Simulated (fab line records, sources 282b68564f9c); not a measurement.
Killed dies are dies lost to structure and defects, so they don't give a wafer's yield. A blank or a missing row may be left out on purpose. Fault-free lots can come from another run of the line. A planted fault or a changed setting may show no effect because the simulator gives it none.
fab line records	flow rit-cmos
record: lots: 5	wafers: 23
route steps=202 shown ACTIVE@2 FOX2@23 NWELL@36 PWELL@47 WELLDRIVE@50 NRETRO@61 GATE@91 NLDD@104 PLDD@122 PSD@150 SDANNEAL@153 CONTACT@168 M1@202
start-h: hours from the record's opening day to when the first of the lot's shown wafers began	wait-h: hours elapsed since this lot's preceding step	" unchanged from the row above	L1.1+2: a row that stands for several wafers	- no value present, or no start provided	* or withheld: withheld	< > ~ a bound
route shown NAME@n: NAME is a module with steps in the file, n the number in the route of the first one	usual: the fault-free wafers' mean and standard deviation	same: alike in all rows	chamber/n: place in a boat	sites: each site's reading	_std_site: the standard deviation of these	_edge_site: inner sites' mean taken away from outer sites' mean	radius-mm: how far each site lies from the wafer's centre	mask NAME#n: copy n	behind: tool/chamber where the wafer was last shaped	hold: cause of the lot's hold/its duration in hours/its outcome	device: the transistor (n, p or np) that didn't switch	end of line: at the end of the route, the tests of the same wafers	for a step that has no rows: nothing shown but its recipe	killed: at the first sort, the dies lost to defects and structure; wafer yield is something else	map: a wafer's dies, x killed, . not, _ none there
set.NAME: the run value of the setting; set.NAME@STEP: its run value at that earlier step	model.NAME: the simulator's own value behind a step, which no gauge read
lots with deliberately changed settings; one table per step, one row per wafer
== steps ==
step: RIT_ACTIVE_OXIDATION_01
recipe: temp-c: 1000	ambient: O2	target-thk-a: 468	ox-time-s: 3360
lot.wafer	tool	chamber	start-h	wait-h	set.ox-time-s	model.SiO2_of_ACTIVE_OXIDATION_01.thk-nm
L076.1	-	-	-	0.1	3825	50.11
L076.2	"	-	"	"	3825	50.19
L076.4	"	-	"	"	3825	50.6
L076.5	"	-	"	"	3825	49.75
L076.6	"	-	"	"	3825	50.22
L079.2	-	-	-	0.1	2975	42.84
L079.3	"	-	"	"	2975	42.81
L079.4	"	-	"	"	2975	42.92
L079.5	"	-	"	"	2975	43.22
L079.6	"	-	"	"	2975	42.59
L080.1	-	-	-	1.1	3360	45.12
L080.3	"	-	"	"	3360	45.95
L080.4	"	-	"	"	3360	45.55
L080.5	"	-	"	"	3360	45.71
L080.6	"	-	"	"	3360	45.53
L083.1	furnace-01	0	55.12	0.1	3360	46.47
L083.3	"	0	"	"	3360	46.75
L083.5	"	0	"	"	3360	46.85
L085.1	-	-	-	0.1	3179	46.24
L085.2	"	-	"	"	3179	45.55
L085.3	"	-	"	"	3179	45.8
L085.4	"	-	"	"	3179	45.33
L085.5	"	-	"	"	3179	45.83
step: RIT_ACTIVE_THK_MEAS_02
recipe: reads: SiO2_of_ACTIVE_OXIDATION_01
usual: ACTIVE_OXIDE_THK: 46.5/0.68
lot.wafer	tool	chamber	start-h	wait-h	set.ox-time-s@ACTIVE_OXIDATION_01	ACTIVE_OXIDE_THK[nm]
L076.1	film-metro-01	-	-	-	3825	50.1
L076.2	"	-	"	"	3825	50.2
L076.4	"	-	"	"	3825	50.6
L076.5	"	-	"	"	3825	49.8
L076.6	"	-	"	"	3825	50.2
L079.2	film-metro-03	-	-	-	2975	42.8
L079.3	"	-	"	"	2975	42.8
L079.4	"	-	"	"	2975	42.9
L079.5	"	-	"	"	2975	43.2
L079.6	"	-	"	"	2975	42.6
L080.1	film-metro-01	-	-	-	3360	45.2
L080.3	"	-	"	"	3360	46.0
L080.4	"	-	"	"	3360	45.5
L080.5	"	-	"	"	3360	45.7
L080.6	"	-	"	"	3360	45.5
L083.1	film-metro-03	-	57.05	0.0	3360	46.5
L083.3	"	-	"	"	3360	46.8
L083.5	"	-	"	"	3360	46.9
L085.1	film-metro-02	-	-	-	3179	46.2
L085.2	"	-	"	"	3179	45.6
L085.3	"	-	"	"	3179	45.7
L085.4	"	-	"	"	3179	45.3
L085.5	"	-	"	"	3179	45.8
step: RIT_FOX2_OXIDATION_00
recipe: temp-c: 1100	ambient: H2O	target-thk-a: 3507	p-h2o-torr: 720	ox-time-s: 1130
lot.wafer	tool	chamber	start-h	wait-h	set.ox-time-s	model.SiO2_of_FOX2_OXIDATION_00.thk-nm
L076.1	-	-	-	0.1	1079	345
L076.2	"	-	"	"	1079	344
L076.4	"	-	"	"	1079	342.7
L076.5	"	-	"	"	1079	340
L076.6	"	-	"	"	1079	349.9
L079.2	-	-	-	0.0	1199	360.6
L079.3	"	-	"	"	1199	359.6
L079.4	"	-	"	"	1199	364
L079.5	"	-	"	"	1199	364.1
L079.6	"	-	"	"	1199	366.3
L080.1	-	-	-	0.0	985.3	322.1
L080.3+5	"	-	"	"	985.3	330.6
L080.4	"	-	"	"	985.3	332.1
L080.6	"	-	"	"	985.3	321.9
L083.1+5	furnace-02	0	62.51	0.0	1130	345.1
L083.3	"	0	"	"	1130	350.6
L085.1	-	-	-	0.0	1275	354.4
L085.2	"	-	"	"	1275	355.1
L085.3	"	-	"	"	1275	358.8
L085.4	"	-	"	"	1275	362.3
L085.5	"	-	"	"	1275	357.9
step: RIT_FOX2_CLEAN_02
recipe: chemistry: dHF	dilution: 50:1	time-s: 180
step: RIT_FOX2_WET_ETCH_03
recipe: chemistry: H3PO4	target: Si3N4	target-depth-nm: 195	temp-c: 165	time-s: 2700
lot.wafer	tool	chamber	start-h	wait-h	set.ox-time-s@ACTIVE_OXIDATION_01	model.SiO2_of_ACTIVE_OXIDATION_01.thk-nm
L076.1	wet-bench-04	2	28.49	0.0	3825	44.69
L076.2	"	2	"	"	3825	44.71
L076.4	"	2	"	"	3825	43.86
L076.5	"	2	"	"	3825	43.09
L076.6	"	2	"	"	3825	43.9
L079.2	wet-bench-01	3	43.55	0.0	2975	37.72
L079.3	"	3	"	"	2975	38.14
L079.4	"	3	"	"	2975	38.22
L079.5	"	3	"	"	2975	38.07
L079.6	"	3	"	"	2975	37.95
L080.1	wet-bench-01	3	49.65	0.0	3360	39.33
L080.3	"	3	"	"	3360	40.92
L080.4	"	3	"	"	3360	40.62
L080.5	"	3	"	"	3360	40.77
L080.6	"	3	"	"	3360	39.72
L083.1	wet-bench-02	2	64.01	0.0	3360	41.17
L083.3	"	2	"	"	3360	40.12
L083.5	"	2	"	"	3360	41.48
L085.1	wet-bench-01	3	73.43	0.0	3179	39.71
L085.2	"	3	"	"	3179	39.48
L085.3	"	3	"	"	3179	40.67
L085.4	"	3	"	"	3179	40
L085.5	"	3	"	"	3179	39.74
step: RIT_NWELL_IMPLANT_08
recipe: species: P	energy-kev: 170	dose-cm2: 5e+13	tilt-deg: 7
lot.wafer	tool	chamber	start-h	wait-h	set.energy-kev	model.implant.rp-nm	model.implant.drp-nm
L076.1+5+6	implanter-03	0	30.61	0.2	170	205	68.82
L076.2+4	"	0	"	"	166	200	67.63
L079.2+3+5	implanter-03	0	45.69	0.2	170	216.8	68.82
L079.4+6	"	0	"	"	175.2	223.6	70.4
L080.1+3+4	implanter-04	0	51.82	0.2	177.8	223.9	71.18
L080.5+6	"	0	"	"	170	213.9	68.82
L083.1+3+5	implanter-03	0	66.22	0.2	170	211.9	68.82
L085.1+5	implanter-04	0	75.45	0.2	170	217.3	68.82
L085.2+3+4	"	0	"	"	175.7	224.8	70.55
step: RIT_PWELL_IMPLANT_08
recipe: species: B	energy-kev: 170	dose-cm2: 7e+13	tilt-deg: 7
lot.wafer	tool	chamber	start-h	wait-h	set.dose-cm2
L076.1+2+4+5+6	implanter-03	0	32.16	0.2	7e+13
L079.2+3+6	implanter-03	0	47.36	0.2	7e+13
L079.4+5	"	0	"	"	7.477e+13
L080.1+6	implanter-03	0	53.44	0.2	6.72e+13
L080.3+4+5	"	0	"	"	7e+13
L083.1+3+5	implanter-03	0	67.77	0.2	7e+13
L085.1+2+4	implanter-02	0	77.12	0.2	7.207e+13
L085.3+5	"	0	"	"	7e+13
step: RIT_PWELL_STRIP_09
recipe: chemistry: O2	time-s: 180	resist: NOVOLAK	platen-temp-c: withheld	power-w: 500	pressure-mtorr: 4000	o2-flow-sccm: 4000
step: RIT_PWELL_TW_MEAS_10
usual: PWELL_TW: 958/4.5
lot.wafer	tool	chamber	start-h	wait-h	set.dose-cm2@PWELL_IMPLANT_08	PWELL_TW
L076.1	film-metro-02	-	32.49	0.1	7e+13	951
L076.2	"	-	"	"	7e+13	954
L076.4	"	-	"	"	7e+13	952
L076.5	"	-	"	"	7e+13	958
L076.6	"	-	"	"	7e+13	957
L079.2	film-metro-04	-	47.67	0.1	7e+13	963
L079.3	"	-	"	"	7e+13	957
L079.4	"	-	"	"	7.477e+13	980
L079.5	"	-	"	"	7.477e+13	982
L079.6	"	-	"	"	7e+13	964
L080.1	film-metro-04	-	53.76	0.1	6.72e+13	949
L080.3	"	-	"	"	7e+13	960
L080.4	"	-	"	"	7e+13	962
L080.5	"	-	"	"	7e+13	960
L080.6	"	-	"	"	6.72e+13	950
L083.1	film-metro-04	-	68.09	0.1	7e+13	962
L083.3	"	-	"	"	7e+13	961
L083.5	"	-	"	"	7e+13	966
L085.1	film-metro-02	-	77.45	0.1	7.207e+13	964
L085.2	"	-	"	"	7.207e+13	965
L085.3	"	-	"	"	7e+13	957
L085.4	"	-	"	"	7.207e+13	962
L085.5	"	-	"	"	7e+13	961
step: RIT_WELLDRIVE_ANNEAL_00
recipe: temp-c: 1100	time-s: 14700	ambient: N2
step: RIT_WELLDRIVE_RS_MEAS_02
recipe: thk-meas-gauge: four-point-probe
usual: PWELL_RS: 429.9/1.1
lot.wafer	tool	chamber	start-h	wait-h	set.dose-cm2@PWELL_IMPLANT_08	PWELL_RS[ohm/sq]
L076.1	film-metro-04	-	37.82	0.1	7e+13	429.1
L076.2	"	-	"	"	7e+13	429.9
L076.4	"	-	"	"	7e+13	428.9
L076.5	"	-	"	"	7e+13	429.2
L076.6	"	-	"	"	7e+13	429.4
L079.2	film-metro-01	-	52.95	0.1	7e+13	428.6
L079.3	"	-	"	"	7e+13	429.7
L079.4	"	-	"	"	7.477e+13	412.5
L079.5	"	-	"	"	7.477e+13	411.6
L079.6	"	-	"	"	7e+13	429.6
L080.1	film-metro-01	-	59.03	0.1	6.72e+13	442.0
L080.3	"	-	"	"	7e+13	431.8
L080.4	"	-	"	"	7e+13	431.2
L080.5	"	-	"	"	7e+13	433.5
L080.6	"	-	"	"	6.72e+13	443.0
L083.1	film-metro-04	-	74.07	0.1	7e+13	429.5
L083.3	"	-	"	"	7e+13	430.1
L083.5	"	-	"	"	7e+13	429.7
L085.1	film-metro-02	-	82.71	0.1	7.207e+13	420.4
L085.2	"	-	"	"	7.207e+13	422.0
L085.3	"	-	"	"	7e+13	429.7
L085.4	"	-	"	"	7.207e+13	420.9
L085.5	"	-	"	"	7e+13	428.8
step: RIT_NRETRO_IMPLANT_08
recipe: species: P	energy-kev: 70	dose-cm2: 1e+13	tilt-deg: 7
lot.wafer	tool	chamber	start-h	wait-h	set.dose-cm2
L076.1+4	implanter-04	0	39.40	0.2	1e+13
L076.2+5+6	"	0	"	"	1.049e+13
L079.2+3+4+5+6	implanter-02	0	54.24	0.2	1e+13
L080.1+4	implanter-03	0	60.44	0.2	9.381e+12
L080.3+5+6	"	0	"	"	1e+13
L083.1+3+5	implanter-02	0	75.67	0.2	1e+13
L085.1+2+3+4+5	implanter-02	0	84.12	0.2	1e+13
step: RIT_NRETRO_STRIP_09
recipe: chemistry: O2	time-s: 180	resist: NOVOLAK	platen-temp-c: withheld	power-w: 500	pressure-mtorr: 4000	o2-flow-sccm: 4000
step: RIT_NRETRO_TW_MEAS_10
usual: NRETRO_TW: 1040/7.4
lot.wafer	tool	chamber	start-h	wait-h	set.dose-cm2@NRETRO_IMPLANT_08	NRETRO_TW
L076.1	film-metro-01	-	39.72	0.1	1e+13	1035
L076.2	"	-	"	"	1.049e+13	1044
L076.4	"	-	"	"	1e+13	1036
L076.5	"	-	"	"	1.049e+13	1055
L076.6	"	-	"	"	1.049e+13	1050
L079.2	film-metro-01	-	54.55	0.1	1e+13	1030
L079.3	"	-	"	"	1e+13	1033
L079.4	"	-	"	"	1e+13	1034
L079.5	"	-	"	"	1e+13	1033
L079.6	"	-	"	"	1e+13	1034
L080.1	film-metro-01	-	60.76	0.1	9.381e+12	1012
L080.3	"	-	"	"	1e+13	1036
L080.4	"	-	"	"	9.381e+12	1020
L080.5	"	-	"	"	1e+13	1030
L080.6	"	-	"	"	1e+13	1033
L083.1	film-metro-03	-	76.00	0.1	1e+13	1044
L083.3	"	-	"	"	1e+13	1040
L083.5	"	-	"	"	1e+13	1045
L085.1	film-metro-02	-	84.45	0.1	1e+13	1058
L085.2	"	-	"	"	1e+13	1061
L085.3	"	-	"	"	1e+13	1056
L085.4	"	-	"	"	1e+13	1055
L085.5	"	-	"	"	1e+13	1055
step: RIT_GATE_DEVELOP_15
recipe: resist: NOVOLAK	develop-time-s: 50	dev-temp-c: 23
lot.wafer	tool	chamber	start-h	wait-h	set.dev-temp-c
L076.1+2	litho-track-01	0	-	-	24.47
L076.4+5+6	"	0	"	"	23
L079.2+3+4+5+6	litho-track-03	0	-	-	23
L080.1+6	litho-track-03	0	-	-	19.66
L080.3+4+5	"	0	"	"	23
L083.1+3+5	litho-track-02	0	-	-	23
L085.1+2+3+4+5	litho-track-02	0	-	-	23
step: RIT_NLDD_COAT_01
recipe: resist: NOVOLAK	spin-rpm: 3250	resist-thk-nm: 1000
lot.wafer	tool	chamber	start-h	wait-h	set.resist-thk-nm	model.NOVOLAK_of_NLDD_COAT_01.thk-nm
L076.1	litho-track-03	0	49.81	0.1	974.4	976.1
L076.2	"	0	"	"	974.4	975
L076.4	"	0	"	"	1000	1002
L076.5	"	0	"	"	1000	1003
L076.6	"	0	"	"	974.4	977.2
L079.2	litho-track-03	0	64.98	0.1	1000	1004
L079.3	"	0	"	"	977.9	983.3
L079.4	"	0	"	"	1000	1005
L079.5	"	0	"	"	1000	1006
L079.6	"	0	"	"	977.9	979.6
L080.1	litho-track-03	0	70.81	0.1	950.6	956.5
L080.3	"	0	"	"	1000	1008
L080.4	"	0	"	"	950.6	956.4
L080.5	"	0	"	"	1000	1006
L080.6	"	0	"	"	950.6	955.6
L083.1	litho-track-03	0	86.52	0.1	1000	999.2
L083.3	"	0	"	"	1000	1000
L083.5	"	0	"	"	1000	1004
L085.1	litho-track-04	0	98.27	0.1	1000	999.7
L085.2	"	0	"	"	1000	998.5
L085.3+5	"	0	"	"	1000	999.8
L085.4	"	0	"	"	1000	999.9
step: RIT_NLDD_SOFTBAKE_02
recipe: resist: NOVOLAK	temp-c: 90	time-s: 60
step: RIT_NLDD_EXPOSE_03
recipe: mask-id: M7	na: 0.57	target-cd-nm: 40700	dose-mj: 250
step: RIT_NLDD_DEVELOP_05
recipe: resist: NOVOLAK	develop-time-s: 50	dev-temp-c: 23
step: RIT_NLDD_HARDBAKE_07
recipe: resist: NOVOLAK	temp-c: 140	time-s: 60
lot.wafer	tool	chamber	start-h	wait-h	set.resist-thk-nm@NLDD_COAT_01	model.NOVOLAK_of_NLDD_COAT_01.thk-nm
L076.1	litho-track-04	0	50.67	0.0	974.4	862.9
L076.2	"	0	"	"	974.4	861.9
L076.4	"	0	"	"	1000	885.3
L076.5	"	0	"	"	1000	886.2
L076.6	"	0	"	"	974.4	863.8
L079.2	litho-track-04	0	65.84	0.0	1000	887.7
L079.3	"	0	"	"	977.9	869.1
L079.4	"	0	"	"	1000	888.3
L079.5	"	0	"	"	1000	889
L079.6	"	0	"	"	977.9	865.9
L080.1+4	litho-track-03	0	71.54	0.0	950.6	845.7
L080.3	"	0	"	"	1000	890.5
L080.5	"	0	"	"	1000	889.1
L080.6	"	0	"	"	950.6	845
L083.1	litho-track-02	0	87.38	0.0	1000	883
L083.3	"	0	"	"	1000	884.2
L083.5	"	0	"	"	1000	887.5
L085.1+3+4	litho-track-04	0	99.14	0.0	1000	883.6
L085.2	"	0	"	"	1000	882.4
L085.5	"	0	"	"	1000	883.5
step: RIT_NLDD_IMPLANT_08
recipe: species: P	energy-kev: 20	dose-cm2: 5e+14	tilt-deg: 7
lot.wafer	tool	chamber	start-h	wait-h	set.dose-cm2
L076.1+5	implanter-03	0	50.82	0.1	5e+14
L076.2+4+6	"	0	"	"	5.127e+14
L079.2+3+4+5+6	implanter-04	0	65.99	0.1	5e+14
L080.1+3+5	implanter-03	0	71.69	0.1	5e+14
L080.4+6	"	0	"	"	5.113e+14
L083.1+3+5	implanter-04	0	87.53	0.1	5e+14
L085.1+2+5	implanter-03	0	99.29	0.1	5e+14
L085.3+4	"	0	"	"	5.311e+14
step: RIT_PLDD_IMPLANT_08
recipe: species: BF2	energy-kev: 20	dose-cm2: 9e+14	tilt-deg: 7
lot.wafer	tool	chamber	start-h	wait-h	set.dose-cm2
L076.1+4	implanter-02	0	52.64	0.1	9e+14
L076.2+5+6	"	0	"	"	8.825e+14
L079.2+3+4+5+6	implanter-02	0	67.54	0.1	9e+14
L080.1+3+6	implanter-03	0	73.27	0.1	9e+14
L080.4+5	"	0	"	"	9.207e+14
L083.1+3+5	implanter-02	0	89.08	0.1	9e+14
L085.1+2	implanter-03	0	100.99	0.1	9.226e+14
L085.3+4+5	"	0	"	"	9e+14
step: RIT_PSD_IMPLANT_08
recipe: species: BF2	energy-kev: 27	dose-cm2: 5e+15	tilt-deg: 7
lot.wafer	tool	chamber	start-h	wait-h	set.energy-kev	model.implant.rp-nm	model.implant.drp-nm
L076.1+2+4	implanter-04	0	59.08	0.1	27	22.42	12.05
L076.5+6	"	0	"	"	26.4	22.01	11.86
L079.2+3	implanter-04	0	73.01	0.1	27	22.31	12.05
L079.4+5+6	"	0	"	"	27.96	22.94	12.35
L080.1+3+4	implanter-04	0	78.75	0.1	27	22.25	12.05
L080.5+6	"	0	"	"	28.22	23.05	12.43
L083.1+3+5	implanter-04	0	94.74	0.1	27	22.08	12.05
L085.1+5	implanter-02	0	106.88	0.1	27	21.7	12.05
L085.2+3+4	"	0	"	"	25.82	20.93	11.67
step: RIT_SDANNEAL_CLEAN_00
recipe: chemistry: SC1	mix: 3:3:50	time-s: 600	temp-c: 75
lot.wafer	tool	chamber	start-h	wait-h	set.temp-c
L076.1+2+4+5+6	-	-	-	0.2	75
L079.2+3+4+5+6	-	-	-	0.0	75
L080.1+3+4+5+6	-	-	-	0.1	73.72
L083.1+3+5	wet-bench-01	3	95.13	0.1	75
L085.1+2+3+4+5	-	-	-	0.1	72.87
step: RIT_SDANNEAL_CLEAN_01
recipe: chemistry: dHF	dilution: 50:1	time-s: 30
step: RIT_SDANNEAL_CLEAN_02
recipe: chemistry: SC2	mix: 3:3:50	time-s: 600	temp-c: 75	dry: n2-spin
step: RIT_SDANNEAL_RTA_03
recipe: temp-c: 1050	time-s: 5	idle-temp-c: 600	ramp-up-c-per-s: 342	ramp-down-c-per-s: 171	cool-to-c: 600	ambient: N2
step: RIT_SDANNEAL_RS_MEAS_04
recipe: thk-meas-gauge: four-point-probe
usual: PSD_RS: 115.9/0.34
lot.wafer	tool	chamber	start-h	wait-h	set.energy-kev@PSD_IMPLANT_08	PSD_RS[ohm/sq]
L076.1	film-metro-02	-	59.99	0.0	27	115.4
L076.2	"	-	"	"	27	115.5
L076.4	"	-	"	"	27	115.7
L076.5	"	-	"	"	26.4	117.2
L076.6	"	-	"	"	26.4	117.1
L079.2	film-metro-02	-	73.85	0.1	27	115.8
L079.3	"	-	"	"	27	116.0
L079.4	"	-	"	"	27.96	113.5
L079.5	"	-	"	"	27.96	113.6
L079.6	"	-	"	"	27.96	113.3
L080.1	film-metro-01	-	79.56	0.0	27	116.5
L080.3	"	-	"	"	27	116.3
L080.4	"	-	"	"	27	116.4
L080.5	"	-	"	"	28.22	113.8
L080.6	"	-	"	"	28.22	113.8
L083.1	film-metro-03	-	95.55	0.0	27	115.9
L083.3	"	-	"	"	27	115.8
L083.5	"	-	"	"	27	115.4
L085.1	film-metro-02	-	107.72	0.0	27	116.4
L085.2	"	-	"	"	25.82	118.5
L085.3	"	-	"	"	25.82	119.0
L085.4	"	-	"	"	25.82	119.0
L085.5	"	-	"	"	27	116.5
step: RIT_SDANNEAL_RS_MEAS_06
recipe: thk-meas-gauge: four-point-probe
usual: PLDD_RS: 178.7/0.47
lot.wafer	tool	chamber	start-h	wait-h	set.dose-cm2@PLDD_IMPLANT_08	PLDD_RS[ohm/sq]
L076.1	film-metro-02	-	60.23	0.1	9e+14	178.9
L076.2	"	-	"	"	8.825e+14	180.5
L076.4	"	-	"	"	9e+14	178.6
L076.5	"	-	"	"	8.825e+14	180.1
L076.6	"	-	"	"	8.825e+14	180.5
L079.2	film-metro-02	-	74.09	0.1	9e+14	178.7
L079.3	"	-	"	"	9e+14	178.8
L079.4	"	-	"	"	9e+14	178.8
L079.5	"	-	"	"	9e+14	178.8
L079.6	"	-	"	"	9e+14	179.4
L080.1	film-metro-01	-	79.80	0.1	9e+14	178.7
L080.3	"	-	"	"	9e+14	178.8
L080.4	"	-	"	"	9.207e+14	177.3
L080.5	"	-	"	"	9.207e+14	177.5
L080.6	"	-	"	"	9e+14	179.4
L083.1	film-metro-03	-	95.79	0.1	9e+14	179.5
L083.3	"	-	"	"	9e+14	178.3
L083.5	"	-	"	"	9e+14	178.6
L085.1	film-metro-02	-	107.96	0.1	9.226e+14	177.4
L085.2	"	-	"	"	9.226e+14	176.7
L085.3	"	-	"	"	9e+14	179.2
L085.4	"	-	"	"	9e+14	178.8
L085.5	"	-	"	"	9e+14	178.9
step: RIT_SDANNEAL_RS_MEAS_07
recipe: thk-meas-gauge: four-point-probe
usual: NLDD_RS: 151.7/0.46
lot.wafer	tool	chamber	start-h	wait-h	set.dose-cm2@NLDD_IMPLANT_08	NLDD_RS[ohm/sq]
L076.1	film-metro-02	-	60.35	0.1	5e+14	151.5
L076.2	"	-	"	"	5.127e+14	148.7
L076.4	"	-	"	"	5.127e+14	148.6
L076.5	"	-	"	"	5e+14	151.7
L076.6	"	-	"	"	5.127e+14	148.3
L079.2	film-metro-02	-	74.21	0.1	5e+14	152.4
L079.3	"	-	"	"	5e+14	152.0
L079.4	"	-	"	"	5e+14	152.6
L079.5	"	-	"	"	5e+14	152.7
L079.6	"	-	"	"	5e+14	152.3
L080.1	film-metro-01	-	79.92	0.1	5e+14	152.3
L080.3	"	-	"	"	5e+14	152.6
L080.4	"	-	"	"	5.113e+14	149.3
L080.5	"	-	"	"	5e+14	152.6
L080.6	"	-	"	"	5.113e+14	149.9
L083.1	film-metro-03	-	95.91	0.1	5e+14	151.6
L083.3	"	-	"	"	5e+14	151.7
L083.5	"	-	"	"	5e+14	151.8
L085.1	film-metro-02	-	108.08	0.1	5e+14	151.6
L085.2	"	-	"	"	5e+14	151.0
L085.3	"	-	"	"	5.311e+14	144.4
L085.4	"	-	"	"	5.311e+14	144.1
L085.5	"	-	"	"	5e+14	150.9
step: RIT_CONTACT_CVD_00
recipe: material: SiO2	target-thk-nm: 400	precursor: TEOS	temp-c: 390	time-s: 61	rf-w: 400
lot.wafer	tool	chamber	start-h	wait-h	set.rf-w	model.SiO2_of_CONTACT_CVD_00.thk-nm
L076.1	pecvd-04	1	61.05	0.1	361.8	387.2
L076.2	"	0	"	"	361.8	390.1
L076.4	"	1	"	"	400	401.8
L076.5	"	0	"	"	400	413.7
L076.6	"	2	"	"	400	410.3
L079.2+5	pecvd-04	2	74.83	0.0	422.8	-
L079.3	"	0	"	"	400	-
L079.4	"	0	"	"	422.8	418.7
L079.6	"	1	"	"	400	403.4
L080.1	pecvd-02	1	80.56	0.1	417.3	411.6
L080.3	"	0	"	"	400	400.2
L080.4	"	2	"	"	400	407.6
L080.5	"	0	"	"	417.3	412.4
L080.6	"	1	"	"	400	408.5
L083.1	pecvd-02	1	96.56	0.1	400	402.5
L083.3	"	2	"	"	400	403
L083.5	"	0	"	"	400	401
L085.1	pecvd-04	0	108.71	0.1	400	400.5
L085.2	"	1	"	"	360.9	386
L085.3	"	2	"	"	360.9	388.8
L085.4	"	2	"	"	400	405.9
L085.5	"	0	"	"	360.9	398.5
step: RIT_M1_PROBE_99
lot.wafer	tool	chamber	start-h	wait-h	set.dev-temp-c@GATE_DEVELOP_15	model.etest.nmos_0p15.drive-ua-um	model.etest.pmos_0p15.drive-ua-um	model.etest.pmos_0p3.r-on-ohm-um
L076.1	prober-01	-	67.68	0.1	24.47	448.4	247	6539
L076.2	prober-01	-	67.73	0.1	24.47	454.6	242.8	6615
L076.4	prober-01	-	67.83	0.2	23	493.9	272.1	6313
L076.5	prober-01	-	67.88	0.2	23	469.5	256.2	6366
L076.6	prober-01	-	67.93	0.2	23	463.3	246.6	6510
L079.2	prober-02	-	81.13	0.1	23	496.7	270.4	6382
L079.3	prober-02	-	81.18	0.2	23	475.8	262.8	6367
L079.4	prober-02	-	81.23	0.2	23	484.7	267.7	6362
L079.5	prober-02	-	81.28	0.2	23	461.5	261.3	6392
L079.6	prober-02	-	81.33	0.2	23	503.6	278	6327
L080.1	prober-01	-	87.93	0.1	19.66	602.7	346.8	5632
L080.3	prober-01	-	88.03	0.2	23	476.2	266.3	6258
L080.4	prober-01	-	88.08	0.2	23	519.5	299.3	5958
L080.5	prober-01	-	88.13	0.2	23	517	290.2	6100
L080.6	prober-01	-	88.18	0.2	19.66	636.1	356.6	5675
L083.1	prober-02	-	104.63	0.1	23	448.1	243	6494
L083.3	prober-02	-	104.73	0.2	23	441.7	239.5	6510
L083.5	prober-02	-	104.83	0.2	23	435.7	234.2	6607
L085.1	prober-02	-	115.25	0.1	23	475.4	250.1	6349
L085.2	prober-02	-	115.30	0.1	23	518.9	273.5	6214
L085.3	prober-02	-	115.35	0.2	23	532.5	265.9	6382
L085.4	prober-02	-	115.40	0.2	23	497.3	255.1	6353
L085.5	prober-02	-	115.45	0.2	23	506.2	260.1	6417
killed by level:class
L083.1 GATE:geometric-particle:open=2 GATE:geometric-particle:short=1 REOX:geometric-particle:open=1 SPACER:geometric-particle:short=1 SILICIDE:geometric-particle:open=1 SILICIDE:geometric-particle:short=1
L083.3 GATE:geometric-particle:short=2 SILICIDE:geometric-particle:open=2 FOX1:geometric-particle:short=1 FOX1:geometric-particle:open=1 SILICIDE:geometric-particle:short=1
L083.5 GATE:geometric-particle:open=4 GATE:geometric-particle:short=3
== key ==
split: step: RIT_ACTIVE_OXIDATION_01	setting: ox-time-s	stated: 3360	by: lot
response: step: RIT_ACTIVE_OXIDATION_01	reading: model.SiO2_of_ACTIVE_OXIDATION_01.thk-nm	change: +0.273	per: 1%	r: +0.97
response: step: RIT_ACTIVE_THK_MEAS_02	reading: ACTIVE_OXIDE_THK	change: +0.273	per: 1%	r: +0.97
response: step: RIT_FOX2_WET_ETCH_03	reading: model.SiO2_of_ACTIVE_OXIDATION_01.thk-nm	change: +0.231	per: 1%	r: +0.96
split: step: RIT_FOX2_OXIDATION_00	setting: ox-time-s	stated: 1130	by: lot
response: step: RIT_FOX2_OXIDATION_00	reading: model.SiO2_of_FOX2_OXIDATION_00.thk-nm	change: +1.28	per: 1%	r: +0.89
split: step: RIT_NWELL_IMPLANT_08	setting: energy-kev	stated: 170	by: wafer
response: step: RIT_NWELL_IMPLANT_08	reading: model.implant.rp-nm	change: +2.2	per: 1%	r: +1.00
response: step: RIT_NWELL_IMPLANT_08	reading: model.implant.drp-nm	change: +0.514	per: 1%	r: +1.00
split: step: RIT_PWELL_IMPLANT_08	setting: dose-cm2	stated: 7e+13	by: wafer
response: step: RIT_PWELL_TW_MEAS_10	reading: PWELL_TW	change: +2.65	per: 1%	r: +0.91
response: step: RIT_WELLDRIVE_RS_MEAS_02	reading: PWELL_RS	change: -2.56	per: 1%	r: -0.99
split: step: RIT_NRETRO_IMPLANT_08	setting: dose-cm2	stated: 1e+13	by: wafer
response: step: RIT_NRETRO_TW_MEAS_10	reading: NRETRO_TW	change: +2.8	per: 1%	r: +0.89
split: step: RIT_GATE_DEVELOP_15	setting: dev-temp-c	stated: 23	by: wafer
response: step: RIT_M1_PROBE_99	reading: model.etest.pmos_0p3.r-on-ohm-um	change: +30.7	per: 1%	r: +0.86
response: step: RIT_M1_PROBE_99	reading: model.etest.nmos_0p15.drive-ua-um	change: -7.25	per: 1%	r: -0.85
response: step: RIT_M1_PROBE_99	reading: model.etest.pmos_0p15.drive-ua-um	change: -4.17	per: 1%	r: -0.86
split: step: RIT_NLDD_COAT_01	setting: resist-thk-nm	stated: 1000	by: wafer
response: step: RIT_NLDD_COAT_01	reading: model.NOVOLAK_of_NLDD_COAT_01.thk-nm	change: +10.3	per: 1%	r: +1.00
response: step: RIT_NLDD_HARDBAKE_07	reading: model.NOVOLAK_of_NLDD_COAT_01.thk-nm	change: +9.03	per: 1%	r: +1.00
split: step: RIT_NLDD_IMPLANT_08	setting: dose-cm2	stated: 5e+14	by: wafer
response: step: RIT_SDANNEAL_RS_MEAS_07	reading: NLDD_RS	change: -1.15	per: 1%	r: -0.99
split: step: RIT_PLDD_IMPLANT_08	setting: dose-cm2	stated: 9e+14	by: wafer
response: step: RIT_SDANNEAL_RS_MEAS_06	reading: PLDD_RS	change: -0.759	per: 1%	r: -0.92
split: step: RIT_PSD_IMPLANT_08	setting: energy-kev	stated: 27	by: wafer
response: step: RIT_PSD_IMPLANT_08	reading: model.implant.rp-nm	change: +0.177	per: 1%	r: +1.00
response: step: RIT_PSD_IMPLANT_08	reading: model.implant.drp-nm	change: +0.0847	per: 1%	r: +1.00
response: step: RIT_SDANNEAL_RS_MEAS_04	reading: PSD_RS	change: -0.6	per: 1%	r: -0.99
split: step: RIT_SDANNEAL_CLEAN_00	setting: temp-c	stated: 75	by: lot
response none clear
split: step: RIT_CONTACT_CVD_00	setting: rf-w	stated: 400	by: wafer
response: step: RIT_CONTACT_CVD_00	reading: model.SiO2_of_CONTACT_CVD_00.thk-nm	change: +1.7	per: 1%	r: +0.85
